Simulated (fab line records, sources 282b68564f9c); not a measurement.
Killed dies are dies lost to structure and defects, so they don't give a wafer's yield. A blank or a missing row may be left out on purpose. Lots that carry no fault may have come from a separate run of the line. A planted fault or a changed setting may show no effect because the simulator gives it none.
Which tool did it?	flow rit cmos	Sampling: 14 lots, 42 wafers, 2 of 202 route steps

WHAT THE GAUGES SHOWED, per wafer
The record holds no reading of a measuring or inspecting step that can be judged against a usual standard deviation.

WHICH TOOL RAN EACH LOT (tool, then ch and the chambers of the sampled wafers, then the start)
lot	RIT_ACTIVE_ETCH_13	RIT_M1_PROBE_99
L585	rie diel-01 ch 0,1,2, day 1 14:43	-
L587	rie diel-03 ch 0,2,3, day 2 00:43	-
L588	rie diel-01 ch 0,1,3, day 2 05:43	-
L589	rie diel-04 ch 1,2, day 2 10:50	-
L590	rie diel-04 ch 2,3, day 2 15:43	-
L592	rie diel-04 ch 2,3, day 3 01:53	-
L594	rie diel-01 ch 0,2, day 3 11:43	-
L595	rie diel-01 ch 0,2,3, day 3 16:47	-
L596	rie diel-03 ch 1,3, day 3 23:40	-
L597	rie diel-03 ch 1,3, day 4 04:13	-
L598	rie diel-04 ch 1,3, day 4 08:41	-
L599	rie diel-01 ch 2,3, day 4 13:32	prober-01, day 6 06:26
L605	rie diel-01 ch 0,2, day 5 18:43	-
L608	rie diel-01 ch 1,2,3, day 6 09:50	-
- RIT_ACTIVE_ETCH_13: etches Si3N4 in SF6, stops on SiO2, time 210 s, target depth 210 nm.
- RIT_M1_PROBE_99

WHAT THE TOOLS THEMSELVES READ (means of the sampled wafers that have a number; where no wafer has one, the mark that the record gives instead)
RIT_ACTIVE_ETCH_13.
lot	tool	chamber pressure mTorr (mTorr)	drypump motor current A (A)	oes product au (a.u.)	rf fwd power W (W)	throttle valve pct (%)
L585	rie diel-01	260.03	5.5	0.818	125.2	7.46
L587	rie diel-03	259.97	6.0	0.827	124.5	7.48
L588	rie diel-01	259.89	5.9	0.822	124.2	7.51
L589	rie diel-04	259.92	5.7	0.832	124.5	7.50
L590	rie diel-04	260.00	5.5	0.814	124.6	7.37
L592	rie diel-04	260.20	5.7	0.804	124.6	7.31
L594	rie diel-01	260.14	5.4	0.807	124.4	7.32
L595	rie diel-01	259.92	5.8	0.804	124.8	7.37
L596	rie diel-03	260.00	5.9	0.824	124.3	7.55
L597	rie diel-03	259.89	5.9	0.819	124.6	7.55
L598	rie diel-04	260.04	5.8	0.814	124.8	7.44
L599	rie diel-01	260.09	5.8	0.813	125.0	7.26
L605	rie diel-01	294.69	5.4	0.813	124.8	7.31
L608	rie diel-01	277.25	5.9	0.821	124.4	7.40

RIT_M1_PROBE_99.
lot	tool	killed_at_M0_to_M3	killed at contacts	killed at front end	killed dies	killed open	killed short
L599	prober-01	0.0	0.0	6.7	6.7	3.7	3.0

THE ANSWER, worked out from the rows above alone
Rule: what is usual is taken from the lots themselves. Put in order of their means at a reading, lots are off if they are a third of the lots or fewer, leave a main group of 4 or more, and stand apart from it by a gap of 3 or more times the standard deviation of the main group's means; of several such gaps the widest counts. Not used: any main group whose means are identical at the precision the tables above print for the reading. Also off: a lot with no number at a reading for which 4 or more lots have one. The other lots that the step has rows for count as sound. The gauges are gone through in route order, then the tools' own readings, and for those a lot's mean is taken as printed above. The first step at which some lot is off is used, and at that step the reading that is off furthest; a lot without a number counts as furthest.
Off: L605, L608 (RIT_ACTIVE_ETCH_13, chamber pressure mTorr). Mean 260.01 mTorr and standard deviation 0.095 in the main group.
If a tool, at that step or one of the process steps before it, ran each lot that is off and ran no sound lot following the first of them, it fits. One candidate fits, namely rie diel-01 at RIT_ACTIVE_ETCH_13. A fault onset in the window from L599 (day 4 13:32, its last sound lot) to L605 (day 5 18:43, its first lot off) fits.
The tool's own readings at RIT_ACTIVE_ETCH_13 bear it out: on the lots that are off they differ by more than 5 times the standard deviation of the sound lots' means. chamber pressure mTorr reads 285.97 mTorr there against 260.01 mTorr on the sound lots.

WHAT THE SIMULATOR HAD INSERTED
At RIT_ACTIVE_ETCH_13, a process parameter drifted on rie diel-01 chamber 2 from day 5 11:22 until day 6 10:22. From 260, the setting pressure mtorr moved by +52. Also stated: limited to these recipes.
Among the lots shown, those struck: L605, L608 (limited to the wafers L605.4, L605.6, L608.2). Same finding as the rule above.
